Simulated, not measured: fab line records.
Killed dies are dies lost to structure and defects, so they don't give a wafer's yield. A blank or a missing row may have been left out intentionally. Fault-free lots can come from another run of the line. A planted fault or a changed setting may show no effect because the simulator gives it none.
fab line records	flow rit-cmos
[record] lots = 14	wafers = 42	last-day = 7
route steps=202 shown ACTIVE@2 NWELL@34 GATE@97 SPACER@129
lots that met no fault: taken from a fault-free run of the same line
start-h: start of the lot's first displayed wafer, in hours after the record's first day	wait-h: hours elapsed since this lot's preceding step	" as in the row above	L1.1+2: one row covering several wafers at once	- no value, or no start given	* or withheld: withheld	< > ~ a bound
route shown NAME@n: names a module that has steps shown in the file, with the first one's number in the route	usual: mean/standard deviation taken from wafers without a fault	same: alike in all rows	chamber/n: place in a boat	sites: readings site by site	_std_site: their standard deviation	_edge_site: mean of outer sites minus mean of inner sites	radius-mm: for every site, how far away it sits from the centre of the wafer	mask NAME#n: copy n	behind: the tool/chamber that last shaped the wafer	hold: reason for holding the lot/hours on hold/outcome of the hold	device: which transistor (n, p or np) failed to switch	end of line: the same wafers' tests at the end of the route	a step without rows: its recipe alone	killed: not the wafer's yield, but the dies lost to structure and defects at the first sort	map: a wafer's dies, x killed, . not, _ none there
set.NAME: the setting as run; set.NAME@STEP: as run at that earlier step	model.NAME: the simulator's own value behind a step, which no gauge read
route steps across a sampled set of lots; one table per step, one row per wafer
services: the hour from which a tool's chamber was out of use, counted from the record's first day as start-h (under 0 if before that day), plus the number of hours and why
[[steps]]
[step RIT_ACTIVE_OXIDATION_01]
[recipe] temp-c = 1000	ambient = O2	target-thk-a = 468	ox-time-s = 3360
lot.wafer	tool	chamber	start-h	wait-h
L395.2+3+5	furnace-03	0	15.12	0.1
L398.1+2+6	furnace-03	0	32.49	2.5
L399.4+5+6	furnace-01	0	36.24	1.2
L400.4+5+6	furnace-03	0	40.82	0.7
L401.1+3+4	furnace-01	0	47.20	2.2
L403.2+4+5	furnace-04	0	66.33	11.3
L404.3+4+5	furnace-04	0	66.33	6.3
L405.2+4+6	furnace-04	0	66.33	1.3
L406.1+3+6	furnace-03	0	75.31	5.3
L407.2+3+4	furnace-03	0	75.31	0.3
L408.1+3+5	furnace-03	0	83.94	3.9
L409.1+3+5	furnace-03	0	89.74	4.7
L414.1+3+5	furnace-04	0	110.66	0.6
L417.1+4+6	furnace-04	0	125.45	0.4
[step RIT_ACTIVE_THK_MEAS_02]
[recipe] reads = SiO2_of_ACTIVE_OXIDATION_01
[usual] ACTIVE_OXIDE_THK = 46.6/0.88
lot.wafer	tool	chamber	start-h	wait-h	ACTIVE_OXIDE_THK[nm]
L395.2	film-metro-03	-	17.06	0.0	46.9
L395.3	"	-	"	"	46.2
L395.5	"	-	"	"	47.2
L398.1	film-metro-01	-	34.42	0.0	46.8
L398.2	"	-	"	"	46.4
L398.6	"	-	"	"	46.1
L399.4	film-metro-02	-	38.20	0.0	46.8
L399.5	"	-	"	"	47.0
L399.6	"	-	"	"	47.1
L400.4	film-metro-03	-	42.78	0.0	46.7
L400.5	"	-	"	"	46.7
L400.6	"	-	"	"	46.8
L401.1	film-metro-03	-	49.13	0.0	45.6
L401.3	"	-	"	"	46.0
L401.4	"	-	"	"	45.8
L403.2	film-metro-03	-	68.27	0.0	45.2
L403.4	"	-	"	"	46.4
L403.5	"	-	"	"	45.1
L405.2	film-metro-01	-	68.27	0.0	46.5
L405.4	"	-	"	"	46.8
L405.6	"	-	"	"	46.2
L404.3	film-metro-02	-	68.28	0.0	45.5
L404.4	"	-	"	"	46.4
L404.5	"	-	"	"	46.3
L406.1	film-metro-03	-	77.24	0.0	46.9
L406.3	"	-	"	"	46.5
L406.6	"	-	"	"	47.0
L407.2	film-metro-02	-	77.25	0.0	46.0
L407.3	"	-	"	"	45.9
L407.4	"	-	"	"	47.0
L408.1	film-metro-01	-	85.87	0.0	50.9
L408.3	"	-	"	"	52.0
L408.5	"	-	"	"	51.8
L409.1	film-metro-02	-	91.67	0.0	49.5
L409.3	"	-	"	"	51.2
L409.5	"	-	"	"	50.4
L414.1	film-metro-02	-	112.60	0.0	46.8
L414.3	"	-	"	"	46.9
L414.5	"	-	"	"	46.9
L417.1	film-metro-02	-	127.38	0.0	46.1
L417.4	"	-	"	"	45.7
L417.6	"	-	"	"	46.4
[step RIT_NWELL_OVL_MEAS_06]
[usual] NWELL_OVL = -1.4/1.2
lot.wafer	tool	chamber	start-h	wait-h	NWELL_OVL[nm]
L395.2	overlay-01	-	31.67	-	-3.1
L395.3	"	-	"	"	-0.3
L395.5	"	-	"	"	-1.5
L398.1	overlay-01	-	45.80	-	-2.7
L398.2	"	-	"	"	-1.4
L398.6	"	-	"	"	-1.6
L399.4	overlay-01	-	49.28	-	-1.5
L399.5	"	-	"	"	0.8
L399.6	"	-	"	"	-1.0
L400.4	overlay-01	-	55.08	-	-0.9
L400.5	"	-	"	"	-1.1
L400.6	"	-	"	"	-0.9
L401.1	overlay-01	-	76.67	-	-0.6
L401.3	"	-	"	"	-1.2
L401.4	"	-	"	"	-1.7
L404.3	overlay-01	-	82.05	-	-0.5
L404.4	"	-	"	"	-0.1
L404.5	"	-	"	"	0.4
L403.2	overlay-02	-	82.17	-	-0.2
L403.4	"	-	"	"	-3.4
L403.5	"	-	"	"	-1.4
L405.2	overlay-02	-	82.28	-	-2.6
L405.4	"	-	"	"	-1.0
L405.6	"	-	"	"	-1.3
L406.1	overlay-02	-	94.94	-	0.4
L406.3	"	-	"	"	-1.9
L406.6	"	-	"	"	-1.0
L407.2	overlay-02	-	95.26	-	-0.6
L407.3	"	-	"	"	-1.5
L407.4	"	-	"	"	1.4
L408.1	overlay-02	-	99.27	-	-2.7
L408.3	"	-	"	"	-1.5
L408.5	"	-	"	"	-1.1
L409.1	overlay-02	-	102.21	-	-2.8
L409.3	"	-	"	"	-5.4
L409.5	"	-	"	"	-1.1
L414.1	overlay-01	-	123.09	-	-1.1
L414.3	"	-	"	"	-1.4
L414.5	"	-	"	"	-2.4
L417.1	overlay-02	-	136.60	-	-3.6
L417.4	"	-	"	"	-0.5
L417.6	"	-	"	"	-2.2
[step RIT_GATE_CD_MEAS_90]
[recipe] target-cd-nm = 150
[usual] cd-nm = 150.4/2.2
lot.wafer	tool	chamber	start-h	wait-h	cd-nm
L395.2	cd-sem-01	-	52.57	0.1	152.5
L395.3	"	-	"	"	149.1
L395.5	"	-	"	"	150.8
L398.1	cd-sem-01	-	78.43	0.1	150.8
L398.2	"	-	"	"	150.6
L398.6	"	-	"	"	150.0
L399.4	cd-sem-01	-	81.98	0.1	150.0
L399.5	"	-	"	"	148.8
L399.6	"	-	"	"	150.4
L400.4	cd-sem-01	-	84.90	0.1	152.0
L400.5	"	-	"	"	153.6
L400.6	"	-	"	"	154.6
L401.1	cd-sem-01	-	100.94	0.1	149.8
L401.3	"	-	"	"	149.9
L401.4	"	-	"	"	153.6
L404.3	cd-sem-01	-	107.49	0.1	151.8
L404.4	"	-	"	"	148.5
L404.5	"	-	"	"	150.9
L405.2	cd-sem-02	-	111.59	0.1	151.5
L405.4	"	-	"	"	150.4
L405.6	"	-	"	"	150.4
L403.2	cd-sem-01	-	112.13	0.1	148.0
L403.4	"	-	"	"	146.0
L403.5	"	-	"	"	148.2
L406.1	cd-sem-02	-	117.69	0.1	150.3
L406.3	"	-	"	"	150.9
L406.6	"	-	"	"	146.8
L407.2	cd-sem-01	-	118.18	0.1	148.4
L407.3	"	-	"	"	149.9
L407.4	"	-	"	"	149.8
L408.1	cd-sem-02	-	122.17	0.1	150.6
L408.3	"	-	"	"	150.3
L408.5	"	-	"	"	149.8
L409.1	cd-sem-01	-	122.24	0.1	151.3
L409.3	"	-	"	"	151.5
L409.5	"	-	"	"	150.8
L414.1	cd-sem-01	-	144.46	0.1	152.8
L414.3	"	-	"	"	150.9
L414.5	"	-	"	"	153.2
L417.1	cd-sem-01	-	158.34	0.1	143.9
L417.4	"	-	"	"	145.5
L417.6	"	-	"	"	145.2
[step RIT_SPACER_THK_MEAS_04]
[recipe] reads = Si3N4_of_SPACER_CVD_03
[usual] SPACER_NITRIDE_THK = 250.5/2.9
lot.wafer	tool	chamber	start-h	wait-h	SPACER_NITRIDE_THK[nm]
L395.2	film-metro-04	-	70.33	0.0	250.1
L395.3	"	-	"	"	252.3
L395.5	"	-	"	"	249.2
L398.1	film-metro-02	-	89.44	0.0	248.0
L398.2	"	-	"	"	246.4
L398.6	"	-	"	"	248.5
L399.4	film-metro-04	-	95.20	0.0	249.9
L399.5	"	-	"	"	249.9
L399.6	"	-	"	"	253.2
L400.4	film-metro-01	-	95.38	0.0	247.6
L400.5	"	-	"	"	249.0
L400.6	"	-	"	"	249.3
L401.1	film-metro-01	-	113.38	0.0	254.9
L401.3	"	-	"	"	253.8
L401.4	"	-	"	"	252.4
L404.3	film-metro-04	-	118.54	0.0	250.6
L404.4	"	-	"	"	248.8
L404.5	"	-	"	"	248.3
L403.2	film-metro-04	-	122.26	0.0	251.9
L403.4	"	-	"	"	246.8
L403.5	"	-	"	"	252.6
L405.2	film-metro-01	-	122.26	0.0	254.0
L405.4	"	-	"	"	254.7
L405.6	"	-	"	"	254.2
L407.2	film-metro-04	-	128.06	0.0	250.7
L407.3	"	-	"	"	251.4
L407.4	"	-	"	"	250.0
L406.1	film-metro-02	-	128.21	0.0	257.1
L406.3	"	-	"	"	259.4
L406.6	"	-	"	"	258.8
L408.1	film-metro-01	-	131.38	0.0	251.3
L408.3	"	-	"	"	252.7
L408.5	"	-	"	"	251.9
L409.1	film-metro-01	-	131.78	0.0	249.9
L409.3	"	-	"	"	250.4
L409.5	"	-	"	"	249.6
L414.1	film-metro-04	-	153.21	0.0	253.1
L414.3	"	-	"	"	253.9
L414.5	"	-	"	"	252.9
L417.1	film-metro-01	-	166.71	0.0	247.7
L417.4	"	-	"	"	248.9
L417.6	"	-	"	"	249.5
[[services]]
tool	chamber	start-h	hours	kind
furnace-01	-	-3.50	3.4	pm
furnace-04	-	20.87	8.5	pm
furnace-04	-	29.39	4.1	pm
furnace-03	-	54.34	3.5	pm
furnace-01	-	75.16	19.3	repair
furnace-01	-	94.50	2.9	pm
furnace-03	-	98.00	2.9	pm
furnace-03	-	99.99	10.3	repair
[[key]]
[first-sign] step = RIT_ACTIVE_THK_MEAS_02	reading = ACTIVE_OXIDE_THK	direction = up	sigmas = 5	usual = 46.6	struck = 51.0
effect none on later readings
met-at RIT_ACTIVE_OXIDATION_01
struck-lots L408,L409
tester-left-out L408,L409
not-acting-at RIT_NWELL_OVL_MEAS_06,RIT_GATE_CD_MEAS_90,RIT_SPACER_THK_MEAS_04
onset-between 75.31 83.94
[fault] kind = process-parameter-drift	tool = furnace-03	chamber = -	onset-h = 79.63	steps = RIT_ACTIVE_OXIDATION_01	channel = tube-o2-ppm	offset = 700	shape = step	end-h = 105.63
// tester-left-out: of these lots the tester's yield and bins aren't shown, on N5 and GAA mostly nor the transistor test; their killed dies are dies lost to structure and defects alone, not to doping, threshold or leakage, so they don't give the yield
